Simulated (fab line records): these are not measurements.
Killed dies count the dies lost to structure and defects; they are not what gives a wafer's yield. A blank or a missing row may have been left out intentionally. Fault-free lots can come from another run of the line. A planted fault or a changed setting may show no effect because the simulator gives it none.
Which tool was responsible? -- flow berkeleyCmos170 -- 45 wafers from 15 lots sampled at 5 of the route's 331 steps

## WHAT EACH GAUGE READ, for each wafer
UCB170_V1_BOW_MEAS_03.
lot,measured,on,V1_BOW (um)
L717,day 7 04:25,filmMetro-04,16 12 15
L718,day 7 13:41,filmMetro-01,15 26 27
L721,day 7 22:16,filmMetro-01,12 24 15
L722,day 8 19:43,filmMetro-04,12 22 14
L725,day 9 07:41,filmMetro-02,15 19 26
L723,day 9 07:59,filmMetro-02,36 27 32
L728,day 9 07:59,filmMetro-01,20 23 24
L729,day 9 21:25,filmMetro-02,33 23 21
L730,day 10 00:56,filmMetro-01,18 13 10
L732,day 11 03:31,filmMetro-04,9 20 17
L733,day 11 03:38,filmMetro-02,10 14 20
L731,day 11 03:49,filmMetro-04,12 39 12
L738,day 11 19:30,filmMetro-04,20 15 24
L739,day 12 02:11,filmMetro-04,8 12 25
L740,day 12 02:28,filmMetro-04,13 26 12

UCB170_M2_CD_MEAS_90 targets a cd of 700 nm.
lot,measured,on,cdNm (nm)
L717,day 7 11:10,cdSem-02,697 700 700
L718,day 7 18:28,cdSem-02,699 698 701
L721,day 8 04:54,cdSem-01,700 701 703
L722,day 9 00:14,cdSem-01,702 702 702
L725,day 9 12:52,cdSem-02,699 701 702
L723,day 9 13:25,cdSem-01,707 702 704
L728,day 9 13:16,cdSem-02,709 706 704
L729,day 10 02:41,cdSem-01,701 704 700
L730,day 10 10:44,cdSem-02,702 702 701
L732,day 11 11:32,cdSem-02,- - -
L733,day 11 08:46,cdSem-01,- - -
L731,day 11 08:37,cdSem-02,- - -
L738,day 12 03:35,cdSem-02,693 698 698
L739,day 12 09:28,cdSem-02,708 706 704
L740,day 12 12:04,cdSem-02,704 700 701

## EACH LOT AND THE TOOL THAT RAN IT (in order: tool; ch and the chambers of the sampled wafers; start)
lot,UCB170_M2_ETCH_17,UCB170_M2_METAL_ETCH_18,UCB170_M2_STRIP_19
L717,"rieDiel-02 ch 0,1, day 7 10:49","rieMetal-02 ch 0,1, day 7 10:52","plasmaAsher-03 ch 1, day 7 11:03"
L718,"rieDiel-01 ch 1,2,3, day 7 18:01","rieMetal-02 ch 0,1, day 7 18:03","plasmaAsher-03 ch 0,1, day 7 18:14"
L721,"rieDiel-01 ch 0,1,2, day 8 04:32","rieMetal-02 ch 0, day 8 04:34","plasmaAsher-02 ch 0,1, day 8 04:46"
L722,"rieDiel-02 ch 0,1, day 8 23:43","rieMetal-01 ch 0, day 8 23:46","plasmaAsher-02 ch 0,1, day 9 00:08"
L725,"rieDiel-03 ch 0,1, day 9 12:31","rieMetal-01 ch 0,1, day 9 12:34","plasmaAsher-03 ch 0,1, day 9 12:45"
L723,"rieDiel-03 ch 0,1,2, day 9 13:04","rieMetal-03 ch 0,1, day 9 13:07","plasmaAsher-03 ch 1, day 9 13:18"
L728,"rieDiel-01 ch 0,1,3, day 9 12:55","rieMetal-02 ch 0,1, day 9 12:57","plasmaAsher-02 ch 1, day 9 13:08"
L729,"rieDiel-01 ch 0,1,3, day 10 02:19","rieMetal-03 ch 0,1, day 10 02:26","plasmaAsher-04 ch 0,1, day 10 02:35"
L730,"rieDiel-02 ch 0,1,2, day 10 10:22","rieMetal-02 ch 0,1, day 10 10:25","plasmaAsher-04 ch 0,1, day 10 10:36"
L732,"rieDiel-01 ch 0,1,2, day 11 11:13","rieMetal-03 ch 0, day 11 11:15","plasmaAsher-04 ch 1, day 11 11:26"
L733,"rieDiel-01 ch 0,3, day 11 08:24","rieMetal-02 ch 0,1, day 11 08:30","plasmaAsher-03 ch 0,1, day 11 08:40"
L731,"rieDiel-03 ch 0,2,3, day 11 08:17","rieMetal-03 ch 0,1, day 11 08:19","plasmaAsher-02 ch 0,1, day 11 08:31"
L738,"rieDiel-03 ch 1,2,3, day 12 03:16","rieMetal-01 ch 0,1, day 12 03:19","plasmaAsher-04 ch 0,1, day 12 03:29"
L739,"rieDiel-01 ch 0,2,3, day 12 09:07","rieMetal-03 ch 0,1, day 12 09:09","plasmaAsher-03 ch 0,1, day 12 09:20"
L740,"rieDiel-01 ch 0,1,3, day 12 11:44","rieMetal-03 ch 0,1, day 12 11:47","plasmaAsher-03 ch 0,1, day 12 11:58"
- UCB170_M2_ETCH_17: etches BARC in N2/H2.
- UCB170_M2_METAL_ETCH_18: etches Al in Cl2/BCl3, stops on SiO2, target depth 1170 nm, time 195 s.
- UCB170_M2_STRIP_19: strips in O2.

## AS READ BY THE TOOLS THEMSELVES (means over the sampled wafers that have a number; for cases with no such wafer, the mark the record gives instead)
UCB170_M2_ETCH_17.
lot,tool,biasW (W),chamberPressureMTorr (mTorr),drypumpMotorCurrentA (A),oesProductAu (a.u.),throttleValvePct (%)
L717,rieDiel-02,100.1,29.994,5.7,0.965,13.06
L718,rieDiel-01,100.0,29.987,5.6,1.030,13.26
L721,rieDiel-01,99.9,29.990,5.6,1.020,13.25
L722,rieDiel-02,99.7,29.979,5.8,0.960,13.06
L725,rieDiel-03,99.9,29.993,5.7,1.011,13.23
L723,rieDiel-03,100.0,30.010,5.5,1.026,13.33
L728,rieDiel-01,100.0,29.997,5.4,1.021,13.19
L729,rieDiel-01,100.1,30.013,5.4,1.022,13.20
L730,rieDiel-02,100.1,30.000,5.8,0.989,13.16
L732,rieDiel-01,100.0,30.005,5.6,1.019,13.26
L733,rieDiel-01,100.1,30.041,5.2,1.021,13.28
L731,rieDiel-03,100.2,29.993,5.8,1.005,13.28
L738,rieDiel-03,99.9,29.989,5.7,1.012,13.21
L739,rieDiel-01,100.1,29.999,5.4,1.005,13.34
L740,rieDiel-01,100.2,29.976,5.4,1.026,13.19

UCB170_M2_METAL_ETCH_18.
lot,tool,bcl3FlowSccm (sccm),biasW (W),drypumpMotorCurrentA (A),oesProductAu (a.u.),throttleValvePct (%)
L717,rieMetal-02,45.08,120.0,6.0,0.857,24.7
L718,rieMetal-02,45.15,119.8,5.9,0.849,24.7
L721,rieMetal-02,45.21,119.9,5.8,0.850,24.7
L722,rieMetal-01,45.01,119.6,5.6,0.854,24.9
L725,rieMetal-01,45.02,120.0,5.8,0.860,24.6
L723,rieMetal-03,45.07,120.1,5.5,0.854,24.6
L728,rieMetal-02,44.89,119.9,6.1,0.857,24.6
L729,rieMetal-03,44.98,119.7,5.5,0.843,24.6
L730,rieMetal-02,44.91,120.1,5.9,0.860,24.6
L732,rieMetal-03,-,-,-,-,-
L733,rieMetal-02,-,-,-,-,-
L731,rieMetal-03,-,-,-,-,-
L738,rieMetal-01,44.76,120.0,6.1,0.865,24.3
L739,rieMetal-03,44.95,119.6,5.5,0.851,24.6
L740,rieMetal-03,45.09,119.9,5.5,0.857,24.6

UCB170_M2_STRIP_19.
lot,tool,drypumpMotorCurrentA (A),o2FlowSccm (sccm),oesProductAu (a.u.)
L717,plasmaAsher-03,6.1,401.3,0.558
L718,plasmaAsher-03,6.1,400.0,0.557
L721,plasmaAsher-02,5.3,400.6,0.561
L722,plasmaAsher-02,5.3,401.5,0.506
L725,plasmaAsher-03,6.1,400.2,0.516
L723,plasmaAsher-03,6.1,398.4,0.550
L728,plasmaAsher-02,4.7,399.1,0.560
L729,plasmaAsher-04,5.3,399.9,0.555
L730,plasmaAsher-04,5.4,399.4,0.567
L732,plasmaAsher-04,5.5,401.2,0.726
L733,plasmaAsher-03,6.2,400.5,0.727
L731,plasmaAsher-02,5.3,401.4,0.725
L738,plasmaAsher-04,5.3,400.5,0.511
L739,plasmaAsher-03,6.2,400.8,0.562
L740,plasmaAsher-03,6.2,399.5,0.555

## THE ANSWER, worked out from the rows above alone
Rule: the usual values come from the lots themselves. Put in order of their means at a reading, lots are off if they are a third of the lots or fewer, leave a main group of 4 or more, and stand apart from it by a gap of 3 or more times the standard deviation of the main group's means; of several such gaps the widest counts. If all means in a main group match to the digits the tables above print for the reading, that group is not used. Also off: a lot with no number at a reading for which 4 or more lots have one. The other lots that the step has rows for count as sound. After the gauges, taken in route order, come the tools' own readings; for these a lot's mean is taken, as printed above. At the first step where some lot is off, the reading lying furthest off is the one used; lots without a number count as furthest.
Off: L732, L733, L731, at UCB170_M2_CD_MEAS_90 (cdNm). Without a number there: L732, L733, L731. For the main group the mean is 702 nm and the standard deviation 2.7.
If a tool, at a process step before that reading, ran all the lots that are off and no sound lot after the first of them, it fits. The gauges at UCB170_M2_CD_MEAS_90 aren't tried: what is off there is off at UCB170_M2_METAL_ETCH_18 too, on other tools, and a gauge's error can't cause that. Not one of the candidates tried fits.

## WHAT THE SIMULATOR HAD PUT IN
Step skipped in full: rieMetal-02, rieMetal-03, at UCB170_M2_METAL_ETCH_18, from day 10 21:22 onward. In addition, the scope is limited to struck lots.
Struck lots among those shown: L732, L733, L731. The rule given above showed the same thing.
